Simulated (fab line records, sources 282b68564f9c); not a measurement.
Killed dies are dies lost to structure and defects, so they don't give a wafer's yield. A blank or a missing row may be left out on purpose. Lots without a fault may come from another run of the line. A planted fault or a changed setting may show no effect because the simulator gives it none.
Which tool did it? | flow rit_cmos | 14 lots, 42 wafers sampled, at 1 step of a route of 202

WHAT THE GAUGES READ, wafer by wafer
The record holds no reading of a measuring or inspecting step that can be judged against a usual standard deviation.

WHICH TOOL RAN EACH LOT (tool, then ch and the chambers of the sampled wafers, then the start)
lot  | RIT_ACTIVE_HARDBAKE_12
L705 | litho_track-04 ch 0, day 1 16:24
L706 | litho_track-04 ch 0, day 1 19:40
L709 | litho_track-01 ch 0, day 2 10:41
L710 | litho_track-01 ch 0, day 2 16:06
L713 | litho_track-03 ch 0, day 3 07:02
L714 | litho_track-03 ch 0, day 3 11:34
L715 | litho_track-04 ch 0, day 3 16:41
L717 | litho_track-03 ch 0, day 4 02:43
L718 | litho_track-04 ch 0, day 4 08:25
L722 | litho_track-03 ch 0, day 5 04:19
L725 | litho_track-04 ch 0, day 5 18:47
L726 | litho_track-01 ch 0, day 5 23:43
L727 | litho_track-01 ch 0, day 6 04:47
L728 | litho_track-04 ch 0, day 6 09:34
- RIT_ACTIVE_HARDBAKE_12: time 60 s.

WHAT THE TOOLS THEMSELVES READ (means of the sampled wafers that have a number; where no wafer has one, the mark that the record gives instead)
RIT_ACTIVE_HARDBAKE_12. Usual: heater_power_total_W 62.55 W, standard deviation 0.047; plate_temp_C 140.03 C, standard deviation 0.15.
lot  | tool           | heater_power_total_W (W) | plate_temp_C (C) | flag
L705 | litho_track-04 | 62.53                    | 140.07           |
L706 | litho_track-04 | 62.57                    | 140.08           |
L709 | litho_track-01 | 62.58                    | 139.85           |
L710 | litho_track-01 | 62.54                    | 140.21           |
L713 | litho_track-03 | 62.57                    | 139.92           |
L714 | litho_track-03 | 62.53                    | 140.08           |
L715 | litho_track-04 | 62.56                    | 139.86           |
L717 | litho_track-03 | 64.40                    | 143.33           | OFF
L718 | litho_track-04 | 62.53                    | 139.92           |
L722 | litho_track-03 | 64.38                    | 142.99           | OFF
L725 | litho_track-04 | 62.60                    | 139.91           |
L726 | litho_track-01 | 62.52                    | 139.93           |
L727 | litho_track-01 | 62.55                    | 140.09           |
L728 | litho_track-04 | 62.54                    | 140.05           |

THE ANSWER, worked out from the rows above alone
Rule: a lot is off if the mean of its wafers that have a number lies more than 3 standard deviations from the usual mean. A lot without any number at a reading at which 4 lots or more have one is off too. The other lots that the step has rows for count as sound. The gauges are gone through in route order, then the tools' own readings, and for those a lot's mean is taken as printed above. The first step at which some lot is off is used, and at that step the reading that is off furthest; a lot without a number counts as furthest.
Off: L717, L722, at RIT_ACTIVE_HARDBAKE_12 (heater_power_total_W).
A tool fits if, at that step or a process step before it, it ran every lot that is off, and no sound lot after the first of them. One fits: litho_track-03 at RIT_ACTIVE_HARDBAKE_12. Its last sound lot is L714 (day 3 11:34), its first lot that is off L717 (day 4 02:43): a fault that began between those two fits.
The tool's own readings at RIT_ACTIVE_HARDBAKE_12 bear it out: on the lots that are off they differ by more than 5 times the standard deviation of the sound lots' means. heater_power_total_W reads 64.39 W there against 62.55 W on the sound lots; plate_temp_C reads 143.16 C there against 140.00 C on the sound lots.

WHAT THE SIMULATOR HAD PUT IN
Process parameter drift: litho_track-03, from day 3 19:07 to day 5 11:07, at RIT_ACTIVE_HARDBAKE_12. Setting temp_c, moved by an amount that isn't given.
Lots struck among those shown: L717, L722. The rule above found the same.
